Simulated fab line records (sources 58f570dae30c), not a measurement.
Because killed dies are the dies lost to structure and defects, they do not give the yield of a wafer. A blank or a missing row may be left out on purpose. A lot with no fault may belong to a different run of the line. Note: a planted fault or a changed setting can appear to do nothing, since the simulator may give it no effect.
Which tool is to blame?	flow berkeley_cmos170	Sampling: 7 lots, 21 wafers, 2 of 331 route steps

WHAT EACH GAUGE READ, for each wafer
UCB170_PVT_TW_MEAS_09.
lot	measured	on	PVT_TW
L121	day 7 13:58	film_metro-01	501 502 501
L122	day 8 00:08	film_metro-01	500 499 500
L127	day 8 11:40	film_metro-04	524 520 522
L128	day 9 11:40	film_metro-01	31 31 31
L132	day 9 12:11	film_metro-01	502 503 503
L137	day 10 06:43	film_metro-02	507 509 507
L139	day 10 07:16	film_metro-01	498 497 495

TOOL THAT RAN EACH LOT (tool first, then ch and the chambers of the sampled wafers, then the start)
lot	UCB170_PVT_DEVELOP_05
L121	litho_track-02 ch 0, day 7 13:00
L122	litho_track-02 ch 0, day 7 23:00
L127	litho_track-02 ch 0, day 8 11:00
L128	litho_track-02 ch 0, day 9 11:00
L132	litho_track-03 ch 0, day 9 11:00
L137	litho_track-01 ch 0, day 10 06:00
L139	litho_track-01 ch 0, day 10 06:00
- UCB170_PVT_DEVELOP_05: develop time 45 s.

THE ANSWER, worked out from the rows above alone
Rule: the usual values come from the lots themselves. Put in order of their means at a reading, lots are off if they are a third of the lots or fewer, leave a main group of 4 or more, and stand apart from it by a gap of 3 or more times the standard deviation of the main group's means; of several such gaps the widest counts. A main group is skipped when, at the precision printed for the reading in the tables above, its means are all equal. A lot without any number at a reading at which 4 lots or more have one is off too. Where the step has rows for the other lots, those lots are counted as sound.
Off: L128, seen at UCB170_PVT_TW_MEAS_09 (PVT_TW). Mean 505 and standard deviation 8.3 in the main group.
If a tool, at a process step before that reading, ran all the lots that are off and no sound lot after the first of them, it fits. Gauges at UCB170_PVT_TW_MEAS_09: tried the same way as those tools. One candidate fits, namely litho_track-02 at UCB170_PVT_DEVELOP_05. A fault onset in the window from L127 (day 8 11:00, its last sound lot) to L128 (day 9 11:00, its first lot off) fits.

WHAT HAD BEEN PUT IN BY THE SIMULATOR
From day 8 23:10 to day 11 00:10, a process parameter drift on litho_track-02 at UCB170_PVT_DEVELOP_05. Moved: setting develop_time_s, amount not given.
Struck lots among those shown: L128. Same finding as the rule above.
